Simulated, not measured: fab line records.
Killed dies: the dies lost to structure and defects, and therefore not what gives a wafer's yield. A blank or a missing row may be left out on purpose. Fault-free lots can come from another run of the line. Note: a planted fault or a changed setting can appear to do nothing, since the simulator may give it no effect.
2 desks, one fault -- flow berkeley-cmos170 -- what lay behind the numbers comes last; until then each desk has only its own

FROM THE METROLOGY DESK
What the gauges read, lot by lot, whatever tool the lot ran on: means of the sampled wafers that have a number. The brackets show how far a lot's mean lies from the usual mean; more than 4 standard deviations puts the lot out of limits, marked OUT. Of its 8 readings 7 are shown: those that lie furthest out on some lot.
Columns: A = PFIELD_OVL at UCB170_PFIELD_OVL_MEAS_06, usual -1 nm; B = PFIELD_TW at UCB170_PFIELD_TW_MEAS_09, usual 599; C = FIELD_OXIDE_THK at UCB170_FIELD_THK_MEAS_02, usual 552 nm; D = FIELD_OXIDE_LEFT_1_THK at UCB170_FIELD_THK_MEAS_90, usual 435 nm; E = SCREENOX_OXIDE_THK at UCB170_SCREENOX_THK_MEAS_02, usual 14.35 nm; F = NVT_OVL at UCB170_NVT_OVL_MEAS_06, usual 0 nm; G = NVT_TW at UCB170_NVT_TW_MEAS_09, usual 522
lot,first seen here,A,B,C,D,E,F,G
L332,day 5 08:53,0,589,536,418,14.82,-1,520
L336,day 5 20:52,2,608,550,433,14.26,-4,530
L337,day 6 06:55,-4,607,584,469,14.36,6,519
L342,day 6 23:23,2,606,541,425,14.40,3,522
L344,day 7 13:47,-7,598,576,462,14.48,-4,514
L348,day 8 11:32,6,600,553,438,14.31,-3,514
This desk found nothing out of limits on any of the 6 lots.

TOOL OWNER'S DESK, furnace-01
The tool's own readings at UCB170_FIELD_OXIDATION_01 (target thk 558.3 nm, ox time 7200 s): means of the sampled wafers that have a number, for each lot that ran on this tool. The brackets show how far a lot's mean lies from the usual mean; more than 4 standard deviations puts the lot out of limits, marked OUT.
Columns: A = spike-tc-centre-C at UCB170_FIELD_OXIDATION_01, usual 1002.9 C; B = spike-tc-source-C at UCB170_FIELD_OXIDATION_01, usual 1021.2 C; C = tube-center-temp-C at UCB170_FIELD_OXIDATION_01, usual 1000.0 C; D = tube_center_temp_C_max at UCB170_FIELD_OXIDATION_01, usual 1002.5; E = zone-power-centre-pct at UCB170_FIELD_OXIDATION_01, usual 46 %
lot,first seen here,A,B,C,D,E
L336,day 6 01:14,1002.1,1019.4,999.9,1002.4,51
L337,day 6 11:01,1008.8 (+4.9) OUT,1026.1,1006.3 (+63) OUT,1008.4 (+15) OUT,51
L344,day 7 17:47,1008.5 (+4.7) OUT,1026.3,1006.2 (+62) OUT,1008.6 (+15) OUT,52
This desk's finding: out of limits on L337, L344; first on L337, day 6 11:01 (spike-tc-centre-C at UCB170_FIELD_OXIDATION_01). In limits: L336.

PUT TOGETHER
The tool owner's desk could have raised an alarm at day 6 11:01, on L337, L344.
The metrology desk saw nothing out of limits.
The metrology desk holds a record of L337, L344, inside its limits.
UCB170_FIELD_OXIDATION_01 was run on furnace-01 by each of the lots named.

WHAT THE SIMULATOR HAD PUT IN
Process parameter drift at UCB170_FIELD_OXIDATION_01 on furnace-01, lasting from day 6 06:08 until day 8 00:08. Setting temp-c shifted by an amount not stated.
Shown lots that were struck: L337, L344.
How many hours passed from the start of the fault until each desk's first out-of-limits reading: the tool owner's desk, 5.
